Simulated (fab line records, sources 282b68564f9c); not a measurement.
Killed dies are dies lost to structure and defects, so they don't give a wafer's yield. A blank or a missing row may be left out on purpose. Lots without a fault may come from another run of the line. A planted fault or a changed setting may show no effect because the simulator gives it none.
fab line records | flow rit_cmos
record lots=14 wafers=42 last_day=7
route steps=202 shown ACTIVE@1 PRETRO@70 GATE@93 M1@202
lots that met no fault: from a run of the same line without faults
start_h: hours from the record's first day to the start of the lot's first wafer shown | wait_h: hours since the lot's step before | " the same as in the row above | L1.1+2: a row that stands for several wafers | - no value, or no start given | * or withheld: withheld | < > ~ a bound
route shown NAME@n: a module of which the file shows steps, and the number in the route of the first | usual: mean/standard deviation of fault-free wafers | same: alike in all rows | chamber/n: place in a boat | sites: the reading at each site | _std_site: their standard deviation | _edge_site: outer sites' mean less inner sites' | radius_mm: how far each site lies from the wafer's centre | mask NAME#n: copy n | behind: the tool/chamber that last shaped the wafer | hold: why the lot was held/for how many hours/how that ended | device: the transistor (n, p or np) that didn't switch | end of line: the same wafers' tests at the end of the route | a step without rows: its recipe alone | killed: dies lost to structure and defects at the first sort, not the wafer's yield | map: a wafer's dies, x killed, . not, _ none there
set.NAME: the setting as run; set.NAME@STEP: as run at that earlier step | model.NAME: the simulator's own value behind a step, which no gauge read
steps of the route over a sample of lots; a table a step, a row a wafer
services: from which hour (start_h, from the record's first day; less than 0 if before it) a tool's chamber was out of use, for how many hours, and why
## steps
# step RIT_ACTIVE_BOW_MEAS_00
# recipe mode=bow
# usual INCOMING_BOW=0/6.5
# columns lot.wafer tool chamber start_h wait_h INCOMING_BOW[um]
L388.1 film_metro-03 - 10.00 - -5
L388.4 " - " " -5
L388.5 " - " " -13
L389.1 film_metro-03 - 15.00 - 0
L389.2 " - " " 3
L389.5 " - " " -2
L390.2 film_metro-04 - 20.02 - -1
L390.3 " - " " 2
L390.6 " - " " 0
L391.1 film_metro-03 - 25.00 - -5
L391.5 " - " " 0
L391.6 " - " " -16
L392.2 film_metro-03 - 30.02 - -2
L392.4 " - " " -7
L392.6 " - " " -1
L393.2 film_metro-04 - 35.02 - 10
L393.3 " - " " -4
L393.5 " - " " -3
L397.1 film_metro-04 - 55.00 - 5
L397.3 " - " " -8
L397.5 " - " " -3
L401.2 film_metro-02 - 75.02 - 5
L401.4 " - " " -4
L401.6 " - " " 10
L404.2 film_metro-02 - 90.02 - -4
L404.3 " - " " -3
L404.6 " - " " 15
L405.2 film_metro-03 - 95.02 - 1
L405.5 " - " " -5
L405.6 " - " " 0
L408.1 film_metro-03 - 110.00 - -2
L408.3 " - " " 1
L408.5 " - " " 8
L409.1 film_metro-02 - 115.00 - -6
L409.4 " - " " 5
L409.5 " - " " -5
L410.4 film_metro-02 - 120.06 - 5
L410.5 " - " " 1
L410.6 " - " " -5
L411.2 film_metro-02 - 125.02 - -2
L411.4 " - " " 5
L411.6 " - " " -9
# step RIT_ACTIVE_CVD_03
# recipe material=Si3N4 target_thk_nm=150 temp_c=810 precursor=SiH2Cl2/NH3 time_s=1500 pressure_mtorr=300 sih2cl2_flow_sccm=60 nh3_flow_sccm=150
# columns lot.wafer tool chamber start_h wait_h
L388.1+4+5 lpcvd-02 0 12.57 0.1
L389.1+2+5 lpcvd-01 1 19.67 0.1
L390.2+3+6 lpcvd-01 1 23.32 0.0
L391.1+5+6 lpcvd-01 1 28.19 0.1
L392.2+4+6 lpcvd-01 0 32.11 0.0
L393.2+3+5 lpcvd-01 0 38.26 0.0
L397.1+3+5 lpcvd-01 0 57.22 0.1
L401.2+4+6 lpcvd-02 1 80.10 0.0
L404.2+3+6 lpcvd-02 1 93.23 0.0
L405.2+5+6 lpcvd-02 1 97.80 0.0
L408.1+3+5 lpcvd-01 0 115.70 3.1
L409.1+4+5 lpcvd-02 0 118.80 1.2
L410.4+5+6 lpcvd-01 0 122.69 0.0
L411.2+4+6 lpcvd-02 1 127.31 0.0
# step RIT_ACTIVE_THK_MEAS_04
# recipe reads=Si3N4_of_ACTIVE_CVD_03
# usual ACTIVE_NITRIDE_THK=149.8/1.4
# columns lot.wafer tool chamber start_h wait_h hold ACTIVE_NITRIDE_THK[nm]
L388.1 film_metro-04 - 13.99 0.0 - 150.3
L388.4 " - " " - 149.0
L388.5 " - " " - 149.7
L389.1 film_metro-03 - 21.09 0.0 - 148.7
L389.2 " - " " - 148.1
L389.5 " - " " - 148.7
L390.2 film_metro-04 - 24.74 0.0 - 150.8
L390.3 " - " " - 150.4
L390.6 " - " " - 150.1
L391.1 film_metro-04 - 29.61 0.0 - 151.6
L391.5 " - " " - 153.4
L391.6 " - " " - 153.1
L392.2 film_metro-02 - 33.54 0.0 - 149.4
L392.4 " - " " - 150.7
L392.6 " - " " - 151.9
L393.2 film_metro-02 - 39.69 0.1 await_dispo/0.2h/release 129.7
L393.3 " - " " await_dispo/0.2h/release 129.8
L393.5 " - " " await_dispo/0.2h/release 130.2
L393.2 film_metro-02 - 39.92 0.2 - 129.6
L393.3 " - " " - 129.6
L393.5 " - " " - 130.2
L397.1 film_metro-02 - 58.64 0.1 await_dispo/0.2h/release 128.1
L397.3 " - " " await_dispo/0.2h/release 127.6
L397.5 " - " " await_dispo/0.2h/release 127.4
L397.1 film_metro-02 - 58.86 0.2 - 128.2
L397.3 " - " " - 127.5
L397.5 " - " " - 127.3
L401.2 film_metro-02 - 81.53 0.0 - 150.7
L401.4 " - " " - 149.9
L401.6 " - " " - 150.7
L404.2 film_metro-02 - 94.65 0.0 - 150.8
L404.3 " - " " - 151.5
L404.6 " - " " - 150.7
L405.2 film_metro-04 - 99.23 0.0 - 149.3
L405.5 " - " " - 148.3
L405.6 " - " " - 148.4
L408.1 film_metro-02 - 117.12 0.0 - 149.8
L408.3 " - " " - 150.2
L408.5 " - " " - 150.2
L409.1 film_metro-03 - 120.22 0.0 - 150.8
L409.4 " - " " - 149.8
L409.5 " - " " - 149.5
L410.4 film_metro-03 - 124.13 0.0 - 149.8
L410.5 " - " " - 150.3
L410.6 " - " " - 151.0
L411.2 film_metro-03 - 128.73 0.0 - 147.9
L411.4 " - " " - 149.3
L411.6 " - " " - 149.1
# step RIT_ACTIVE_ETCH_13
# recipe stop_on=SiO2 chemistry=SF6 target=Si3N4 time_s=210 over_etch_frac=0.4 SF6_flow_sccm=200 pressure_mtorr=260 rf_w=125 target_depth_a=2100
# usual chamber_pressure_mTorr=259.98/0.23 drypump_motor_current_A=5.6/0.46 oes_product_au=0.817/0.011 throttle_valve_pct=7.52/0.1
# same time_s=210
# columns lot.wafer tool chamber start_h wait_h chamber_pressure_mTorr drypump_motor_current_A oes_product_au rf_hours_counter_h throttle_valve_pct
L388.1 rie_diel-01 2 15.29 0.1 259.86 5.0 0.827 6 7.49
L388.4 " 3 " " 259.77 6.2 0.815 52 7.63
L388.5 " 2 " " 259.95 5.0 0.824 - 7.49
L389.1 rie_diel-02 3 22.27 0.1 259.86 5.9 0.806 26 7.65
L389.2 " 1 " " 260.26 4.7 0.817 151 7.42
L389.5 " 1 " " 260.40 4.7 0.813 - 7.43
L390.2 rie_diel-01 2 25.91 0.1 259.90 5.0 0.830 6 7.48
L390.3 " 0 " " 260.34 5.5 0.796 6 7.56
L390.6 " 0 " " 259.67 5.5 0.808 - 7.56
L391.1 rie_diel-02 2 31.11 0.1 260.00 5.9 0.827 63 7.59
L391.5 " 2 " " 259.56 5.9 0.830 - 7.60
L391.6 " 3 " " 260.10 5.9 0.812 - 7.66
L392.2 rie_diel-01 0 34.95 0.1 260.12 5.5 0.804 7 7.58
L392.4 " 2 " " 260.18 5.0 0.825 6 7.49
L392.6 " 1 " " 259.69 5.9 0.840 - 7.55
L393.2 rie_diel-01 1 46.53 0.1 260.23 6.0 0.779 170 7.56
L393.3 " 2 " " 260.12 5.0 0.762 6 7.49
L393.5 " 3 " " 260.55 6.2 0.766 - 7.63
L397.1 rie_diel-02 1 62.92 0.1 260.06 4.7 0.757 151 7.42
L397.3 " 0 " " 260.08 5.1 0.744 91 7.39
L397.5 " 0 " " 259.84 5.1 0.740 - 7.41
L401.2 rie_diel-02 0 82.82 0.1 259.78 5.1 0.807 92 7.39
L401.4 " 3 " " 259.69 5.9 0.817 27 7.65
L401.6 " 3 " " 260.20 5.9 0.817 - 7.66
L404.2 rie_diel-01 1 95.95 0.1 260.29 5.9 0.840 0 7.56
L404.3 " 3 " " 260.01 6.2 0.824 53 7.63
L404.6 " 3 " " 259.80 6.2 0.817 - 7.63
L405.2 rie_diel-02 2 100.63 0.1 260.10 5.9 0.816 64 7.60
L405.5 " 3 " " 260.09 5.9 0.805 - 7.64
L405.6 " 2 " " 259.78 5.9 0.814 - 7.60
L408.1 rie_diel-02 3 118.30 0.1 259.88 5.9 0.806 27 7.65
L408.3 " 0 " " 260.14 5.1 0.809 92 7.41
L408.5 " 0 " " 259.73 5.1 0.810 - 7.41
L409.1 rie_diel-02 2 121.60 0.1 259.87 5.9 0.821 64 7.58
L409.4 " 3 " " 259.95 5.9 0.810 28 7.66
L409.5 " 3 " " 260.02 5.9 0.805 - 7.64
L410.4 rie_diel-01 2 125.59 0.1 260.13 5.0 0.822 - 7.50
L410.5 " 1 " " 259.80 5.9 0.838 - 7.55
L410.6 " 0 " " 260.22 5.5 0.808 - 7.55
L411.2 rie_diel-03 3 129.90 0.1 260.33 5.8 0.810 15 7.39
L411.4 " 1 " " 259.92 6.0 0.812 124 7.27
L411.6 " 2 " " 259.81 5.7 0.814 - 7.37
# step RIT_PRETRO_OVL_MEAS_06
# usual PRETRO_OVL=1.0/1.5
# columns lot.wafer tool chamber start_h wait_h PRETRO_OVL[nm]
L388.1 overlay-01 - 36.20 - 1.2
L388.4 " - " " 1.8
L388.5 " - " " 1.9
L389.1 overlay-01 - 40.13 - 2.1
L389.2 " - " " 2.6
L389.5 " - " " 5.0
L390.2 overlay-02 - 42.27 - 1.3
L390.3 " - " " 3.9
L390.6 " - " " 2.0
L391.1 overlay-02 - 48.55 - 2.0
L391.5 " - " " 0.2
L391.6 " - " " 2.2
L392.2 overlay-02 - 53.01 - -0.2
L392.4 " - " " 1.1
L392.6 " - " " 0.7
L393.2 overlay-02 - 64.10 - 0.3
L393.3 " - " " 0.8
L393.5 " - " " 1.6
L397.1 overlay-01 - 79.95 - 0.6
L397.3 " - " " 0.8
L397.5 " - " " 0.5
L401.2 overlay-01 - 99.54 - -0.9
L401.4 " - " " -1.3
L401.6 " - " " -0.7
L404.2 overlay-01 - 113.43 - -0.4
L404.3 " - " " -3.0
L404.6 " - " " -1.3
L405.2 overlay-01 - 121.05 - 1.8
L405.5 " - " " 1.0
L405.6 " - " " 1.5
L408.1 overlay-02 - 136.56 - 0.9
L408.3 " - " " 1.1
L408.5 " - " " -1.2
L409.1 overlay-02 - 140.94 - 5.2
L409.4 " - " " 3.1
L409.5 " - " " 3.9
L410.4 overlay-02 - 142.91 - 1.0
L410.5 " - " " 2.3
L410.6 " - " " 2.4
L411.2 overlay-02 - 148.13 - 1.6
L411.4 " - " " -1.0
L411.6 " - " " 0.7
# step RIT_GATE_OVL_MEAS_17
# usual GATE_OVL=-0.3/2
# columns lot.wafer tool chamber start_h wait_h GATE_OVL[nm]
L388.1 overlay-01 - 42.66 0.1 -1.0
L388.4 " - " " -0.4
L388.5 " - " " -1.3
L389.1 overlay-01 - 45.43 0.1 0.9
L389.2 " - " " -1.3
L389.5 " - " " -0.9
L390.2 overlay-02 - 47.82 0.1 3.2
L390.3 " - " " 0.6
L390.6 " - " " -0.2
L391.1 overlay-02 - 57.45 0.1 1.2
L391.5 " - " " -0.5
L391.6 " - " " -1.7
L392.2 overlay-01 - 58.43 0.1 0.0
L392.4 " - " " 0.5
L392.6 " - " " -0.1
L393.2 overlay-01 - 73.25 0.1 1.1
L393.3 " - " " -0.8
L393.5 " - " " 0.5
L397.1 overlay-01 - 86.31 0.1 -2.2
L397.3 " - " " -0.4
L397.5 " - " " -1.1
L401.2 overlay-02 - 108.38 0.1 -2.5
L401.4 " - " " -1.4
L401.6 " - " " -2.3
L404.2 overlay-02 - 121.69 0.1 1.9
L404.3 " - " " 4.3
L404.6 " - " " 3.2
L405.2 overlay-01 - 128.03 0.1 -3.5
L405.5 " - " " -2.7
L405.6 " - " " -3.2
L408.1 overlay-01 - 144.46 0.1 -4.4
L408.3 " - " " -3.7
L408.5 " - " " -3.6
L409.1 overlay-02 - 147.00 0.1 -2.4
L409.4 " - " " -3.3
L409.5 " - " " 0.4
L410.4 overlay-01 - 148.83 0.1 -0.9
L410.5 " - " " -2.7
L410.6 " - " " -1.6
L411.2 overlay-01 - 157.64 0.1 -2.2
L411.4 " - " " -1.2
L411.6 " - " " -1.8
# step RIT_M1_PROBE_99
# usual killed_at_contacts=0.1/0.23 killed_at_front_end=6.7/2.7 killed_dies=6.7/2.7 killed_on_rim=1.8/1.2 killed_open=3.2/1.8 killed_short=3.5/1.9
# same gross_dies=264 killed_at_M0_to_M3=0 killed_at_M4_up=0 killed_at_back_side=0 killed_at_other=0
# columns lot.wafer tool chamber start_h wait_h hold killed_at_contacts killed_at_front_end killed_dies killed_on_rim killed_open killed_short
L388.1 prober-01 - 63.90 0.1 - 0 4 4 2 2 2
L388.4 prober-01 - 64.05 0.2 - 0 3 3 1 1 2
L388.5 prober-01 - 64.10 0.2 - 0 5 5 2 3 2
L389.1 prober-02 - 66.59 0.1 - 0 11 11 4 7 4
L389.2 prober-02 - 66.64 0.1 - 1 1 2 1 2 0
L389.5 prober-02 - 66.79 0.2 - 0 9 9 5 5 4
L390.2 prober-01 - 69.64 0.1 - 0 7 7 3 2 5
L390.3 prober-01 - 69.69 0.2 - 0 10 10 3 7 3
L390.6 prober-01 - 69.84 0.2 - 0 6 6 2 4 2
L391.1 prober-02 - 77.46 0.1 - 0 10 10 1 6 4
L391.5 prober-02 - 77.66 0.2 - 0 7 7 1 3 4
L391.6 prober-02 - 77.71 0.2 - 0 4 4 0 2 2
L392.2 prober-01 - 79.92 0.1 - 0 8 8 2 5 3
L392.4 prober-01 - 80.02 0.2 - 0 6 6 3 3 3
L392.6 prober-01 - 80.12 0.2 - 0 10 10 6 4 6
L393.3 prober-02 - 96.65 0.2 await_dispo/2.6h/release 0 3 3 1 2 1
L393.5 prober-02 - 96.75 0.2 await_dispo/2.6h/release 0 10 10 2 6 4
L397.1 prober-01 - 109.12 0.1 - 0 8 8 4 4 4
L397.3 prober-01 - 109.22 0.2 - 0 2 2 1 1 1
L397.5 prober-01 - 109.32 0.2 - 1 5 6 1 2 4
L401.2 prober-01 - 130.08 0.1 - 0 6 6 2 4 1
L401.4 prober-01 - 130.18 0.2 - 0 6 6 2 2 4
L401.6 prober-01 - 130.28 0.2 - 0 8 8 1 4 4
L404.2 prober-02 - 143.20 0.1 - 0 4 4 0 1 3
L404.3 prober-02 - 143.25 0.2 - 0 5 5 1 2 3
L404.6 prober-02 - 143.40 0.2 - 0 5 5 0 2 3
L405.2 prober-01 - 148.38 0.1 - 0 5 5 1 4 1
L405.5 prober-01 - 148.53 0.2 - 0 5 5 1 3 2
L405.6 prober-01 - 148.58 0.2 - 0 12 12 3 6 6
L408.1 prober-02 - 166.14 0.1 - 0 5 5 2 1 4
L408.3 prober-02 - 166.24 0.2 - 0 3 3 1 0 3
L408.5 prober-02 - 166.34 0.2 - 0 7 7 1 5 2
L409.1 prober-01 - 169.57 0.1 - 0 3 3 1 1 2
L409.4 prober-01 - 169.72 0.2 - 0 3 3 0 1 2
L409.5 prober-01 - 169.77 0.2 - 0 5 5 2 4 1
L410.4 prober-02 - 171.22 0.2 - 0 11 11 3 5 6
L410.5 prober-02 - 171.27 0.2 - 0 8 8 2 7 1
L410.6 prober-02 - 171.32 0.2 - 0 6 6 2 3 3
L411.2 prober-01 - 179.27 0.1 - 1 16 17 3 5 11
L411.4 prober-01 - 179.37 0.2 - 0 9 9 2 4 4
L411.6 prober-01 - 179.47 0.2 - 0 10 10 0 6 4
# killed by level:class
L388.1 GATE:geometric_particle:open=1 GATE:geometric_particle:short=1 REOX:geometric_particle:open=1 SPACER:geometric_particle:short=1
L388.4 FOX1:geometric_particle:short=1 FOX2:geometric_particle:open=1 REOX:geometric_particle:short=1
L388.5 GATE:geometric_particle:open=3 GATE:geometric_particle:short=1 SILICIDE:geometric_particle:short=1
L389.1 SILICIDE:geometric_particle:open=4 FOX1:geometric_particle:short=3 FOX1:geometric_particle:open=1 GATE:geometric_particle:open=1 SPACER:geometric_particle:short=1 SPACER:geometric_particle:open=1
L389.2 SILICIDE:geometric_particle:open=1 CONTACT:geometric_particle:open=1
L389.5 GATE:geometric_particle:open=4 GATE:geometric_particle:short=2 FOX1:geometric_particle:short=1 FOX2:geometric_particle:short=1 SILICIDE:geometric_particle:open=1
L390.2 GATE:geometric_particle:short=2 REOX:geometric_particle:short=2 GATE:geometric_particle:open=1 SPACER:geometric_particle:open=1 SILICIDE:geometric_particle:short=1
L390.3 GATE:geometric_particle:short=3 GATE:geometric_particle:open=3 SPACER:geometric_particle:open=2 FOX2:geometric_particle:open=1 SILICIDE:geometric_particle:open=1
L390.6 GATE:geometric_particle:open=2 FOX1:geometric_particle:open=1 FOX2:geometric_particle:short=1 GATE:geometric_particle:short=1 SPACER:geometric_particle:open=1
L391.1 FOX1:geometric_particle:short=2 GATE:geometric_particle:open=2 GATE:geometric_particle:short=2 FOX2:geometric_particle:open=1 REOX:geometric_particle:open=1 SPACER:geometric_particle:open=1 SILICIDE:geometric_particle:open=1
L391.5 SPACER:geometric_particle:short=3 FOX1:geometric_particle:open=1 FOX1:geometric_particle:short=1 GATE:geometric_particle:open=1 REOX:geometric_particle:open=1
L391.6 REOX:geometric_particle:open=2 FOX2:geometric_particle:short=1 GATE:geometric_particle:short=1
L392.2 FOX1:geometric_particle:open=2 FOX1:geometric_particle:short=1 GATE:geometric_particle:open=1 GATE:geometric_particle:short=1 REOX:geometric_particle:open=1 SPACER:geometric_particle:short=1 SILICIDE:geometric_particle:open=1
L392.4 FOX1:geometric_particle:open=1 FOX1:geometric_particle:short=1 GATE:geometric_particle:short=1 FOX2:geometric_particle:short=1 GATE:geometric_particle:open=1 REOX:geometric_particle:open=1
L392.6 FOX1:geometric_particle:short=3 GATE:geometric_particle:short=3 REOX:geometric_particle:open=2 SPACER:geometric_particle:open=1 SILICIDE:geometric_particle:open=1
L393.3 GATE:geometric_particle:open=1 GATE:geometric_particle:short=1 SPACER:geometric_particle:open=1
L393.5 FOX1:geometric_particle:short=2 SPACER:geometric_particle:short=2 FOX1:geometric_particle:open=1 FOX2:geometric_particle:open=1 GATE:geometric_particle:open=1 REOX:geometric_particle:open=1 SPACER:geometric_particle:open=1 SILICIDE:geometric_particle:open=1
L397.1 GATE:geometric_particle:short=3 GATE:geometric_particle:open=3 FOX1:geometric_particle:open=1 FOX2:geometric_particle:short=1
L397.3 GATE:geometric_particle:short=1 GATE:geometric_particle:open=1
L397.5 FOX1:geometric_particle:short=1 FOX1:geometric_particle:open=1 FOX2:geometric_particle:short=1 GATE:geometric_particle:short=1 REOX:geometric_particle:short=1 CONTACT:geometric_particle:open=1
L401.2 REOX:geometric_particle:open=3 GATE:geometric_particle:open=1 REOX:geometric_particle:short=1 NLDD:coat_microbubble_printed=1
L401.4 GATE:geometric_particle:short=2 ACTIVE:geometric_particle:short=1 GATE:geometric_particle:open=1 SPACER:geometric_particle:short=1 SPACER:geometric_particle:open=1
L401.6 GATE:geometric_particle:open=3 GATE:geometric_particle:short=2 FOX1:geometric_particle:short=1 REOX:geometric_particle:short=1 REOX:geometric_particle:open=1
L404.2 GATE:geometric_particle:short=2 FOX2:geometric_particle:short=1 GATE:geometric_particle:open=1
L404.3 FOX1:geometric_particle:short=1 GATE:geometric_particle:short=1 GATE:geometric_particle:open=1 REOX:geometric_particle:short=1 SILICIDE:geometric_particle:open=1
L404.6 GATE:geometric_particle:open=1 GATE:geometric_particle:short=1 SPACER:geometric_particle:short=1 SILICIDE:geometric_particle:open=1 SILICIDE:geometric_particle:short=1
L405.2 SPACER:geometric_particle:open=3 FOX2:geometric_particle:open=1 FOX2:geometric_particle:short=1
L405.5 SPACER:geometric_particle:open=2 FOX2:geometric_particle:short=1 FOX2:geometric_particle:open=1 GATE:geometric_particle:short=1
L405.6 GATE:geometric_particle:open=3 SPACER:geometric_particle:short=3 SPACER:geometric_particle:open=3 GATE:geometric_particle:short=2 REOX:geometric_particle:short=1
L408.1 FOX1:geometric_particle:short=1 GATE:geometric_particle:short=1 GATE:geometric_particle:open=1 REOX:geometric_particle:short=1 SPACER:geometric_particle:short=1
L408.3 GATE:geometric_particle:short=1 SPACER:geometric_particle:short=1 SILICIDE:geometric_particle:short=1
L408.5 GATE:geometric_particle:open=4 FOX1:geometric_particle:open=1 GATE:geometric_particle:short=1 SPACER:geometric_particle:short=1
L409.1 REOX:geometric_particle:short=1 SPACER:geometric_particle:open=1 SILICIDE:geometric_particle:short=1
L409.4 GATE:geometric_particle:short=2 SPACER:geometric_particle:open=1
L409.5 FOX1:geometric_particle:open=2 SILICIDE:geometric_particle:open=2 GATE:geometric_particle:short=1
L410.4 GATE:geometric_particle:short=5 FOX1:geometric_particle:open=2 FOX1:geometric_particle:short=1 FOX2:geometric_particle:open=1 GATE:geometric_particle:open=1 REOX:geometric_particle:open=1
L410.5 GATE:geometric_particle:open=5 GATE:geometric_particle:short=1 REOX:geometric_particle:open=1 SILICIDE:geometric_particle:open=1
L410.6 SILICIDE:geometric_particle:open=2 FOX1:geometric_particle:short=1 FOX1:geometric_particle:open=1 FOX2:geometric_particle:short=1 SPACER:geometric_particle:short=1
L411.2 SPACER:geometric_particle:open=4 GATE:geometric_particle:short=3 SPACER:geometric_particle:short=3 FOX1:geometric_particle:short=2 GATE:geometric_particle:open=1 REOX:geometric_particle:short=1 SILICIDE:geometric_particle:short=1 CONTACT:geometric_particle:short=1
L411.4 SPACER:geometric_particle:open=2 FOX1:geometric_particle:open=1 GATE:geometric_particle:open=1 GATE:geometric_particle:short=1 REOX:geometric_particle:short=1 SPACER:geometric_particle:short=1 SILICIDE:geometric_particle:short=1 NSD:coat_microbubble_printed=1
L411.6 SPACER:geometric_particle:open=3 REOX:geometric_particle:short=2 FOX1:geometric_particle:short=1 FOX2:geometric_particle:open=1 REOX:geometric_particle:open=1 SILICIDE:geometric_particle:short=1 SILICIDE:geometric_particle:open=1
## services
# columns tool chamber start_h hours kind
rie_diel-02 - 12.49 0.5 repair
rie_diel-01 3 21.91 6.7 repair
rie_diel-01 2 28.70 2.9 repair
lpcvd-01 - 44.17 0.4 repair
rie_diel-01 1 44.55 - clean
rie_diel-03 0 71.79 4.9 repair
rie_diel-01 - 80.61 2.8 pm
rie_diel-01 0 95.68 8.3 repair
lpcvd-02 - 104.20 14.6 pm
rie_diel-01 3 120.95 7.5 repair
rie_diel-03 1 123.37 3.4 repair
## key
first_sign step=RIT_ACTIVE_THK_MEAS_04 reading=visit direction=added
effect step=RIT_ACTIVE_THK_MEAS_04 reading=ACTIVE_NITRIDE_THK direction=down sigmas=15 usual=149.8 struck=128.8
effect step=RIT_ACTIVE_ETCH_13 reading=oes_product_au direction=down sigmas=5.5 usual=0.817 struck=0.758
met_at RIT_ACTIVE_CVD_03
struck_lots L393,L397
struck_wafers L393.2,L393.3,L393.5,L397.1,L397.3,L397.5
rows_end L393.2
tester_left_out L393,L397
not_acting_at RIT_ACTIVE_BOW_MEAS_00,RIT_PRETRO_OVL_MEAS_06,RIT_GATE_OVL_MEAS_17
onset_between 32.11 38.26
fault kind=process_parameter_drift tool=lpcvd-01 chamber=0 onset_h=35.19 steps=RIT_ACTIVE_CVD_03 channel=time_s offset=* shape=step end_h=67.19 acts_in=* stated=*
# tester_left_out: of these lots the tester's yield and bins aren't shown, on N5 and GAA mostly nor the transistor test; their killed dies are dies lost to structure and defects alone, not to doping, threshold or leakage, so they don't give the yield
# rows_end: these wafers met a further fault down the route, and their rows from its step on are left out
